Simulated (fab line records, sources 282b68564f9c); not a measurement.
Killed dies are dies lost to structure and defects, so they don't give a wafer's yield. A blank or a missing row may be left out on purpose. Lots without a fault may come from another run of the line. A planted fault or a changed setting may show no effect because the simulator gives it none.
Which tool did it? | flow rit_cmos | 6 lots, 18 wafers sampled, at 3 steps of a route of 202

WHAT THE GAUGES READ, wafer by wafer
RIT_PLDD_TW_MEAS_10.
lot  | measured    | on            | PLDD_TW
L463 | day 3 12:25 | film_metro-04 | 2355 2379 2367
L465 | day 3 22:28 | film_metro-01 | 2329 2343 2333
L468 | day 4 17:12 | film_metro-02 | 2329 2338 2327
L470 | day 4 22:31 | film_metro-02 | 2337 2327 2328
L473 | day 5 13:55 | film_metro-04 | 2346 2339 2338
L475 | day 6 02:49 | film_metro-04 | 30 30 30

WHICH TOOL RAN EACH LOT (tool, then ch and the chambers of the sampled wafers, then the start)
lot  | RIT_GATE_STRIP_20                   | RIT_NLDD_STRIP_09
L463 | plasma_asher-01 ch 0,1, day 3 04:02 | plasma_asher-03 ch 0,1, day 3 10:49
L465 | plasma_asher-04 ch 0,1, day 3 15:12 | plasma_asher-01 ch 0,1, day 3 20:44
L468 | plasma_asher-02 ch 1, day 4 10:34   | plasma_asher-01 ch 0,1, day 4 15:36
L470 | plasma_asher-02 ch 0,1, day 4 16:08 | plasma_asher-04 ch 0,1, day 4 20:47
L473 | plasma_asher-01 ch 0,1, day 5 07:37 | plasma_asher-03 ch 0,1, day 5 12:19
L475 | plasma_asher-02 ch 0,1, day 5 19:40 | plasma_asher-03 ch 0,1, day 6 01:05
- RIT_GATE_STRIP_20: strips in O2, time 180 s.
- RIT_NLDD_STRIP_09: strips in O2, time 180 s.

THE ANSWER, worked out from the rows above alone
Rule: what is usual is taken from the lots themselves. Put in order of their means at a reading, lots are off if they are a third of the lots or fewer, leave a main group of 4 or more, and stand apart from it by a gap of 3 or more times the standard deviation of the main group's means; of several such gaps the widest counts. A main group whose means are all the same, to the digits that the tables above print for the reading, isn't used. A lot without any number at a reading at which 4 lots or more have one is off too. The other lots that the step has rows for count as sound.
Off: L475, at RIT_PLDD_TW_MEAS_10 (PLDD_TW). The main group: mean 2341, standard deviation 14.
A tool fits if, at a process step before that reading, it ran every lot that is off, and no sound lot after the first of them. The gauges at RIT_PLDD_TW_MEAS_10 are tried like those tools. Can't be told from this: 3 tools fit, plasma_asher-02 at RIT_GATE_STRIP_20, plasma_asher-03 at RIT_NLDD_STRIP_09, film_metro-04 at RIT_PLDD_TW_MEAS_10.

WHAT THE SIMULATOR HAD PUT IN
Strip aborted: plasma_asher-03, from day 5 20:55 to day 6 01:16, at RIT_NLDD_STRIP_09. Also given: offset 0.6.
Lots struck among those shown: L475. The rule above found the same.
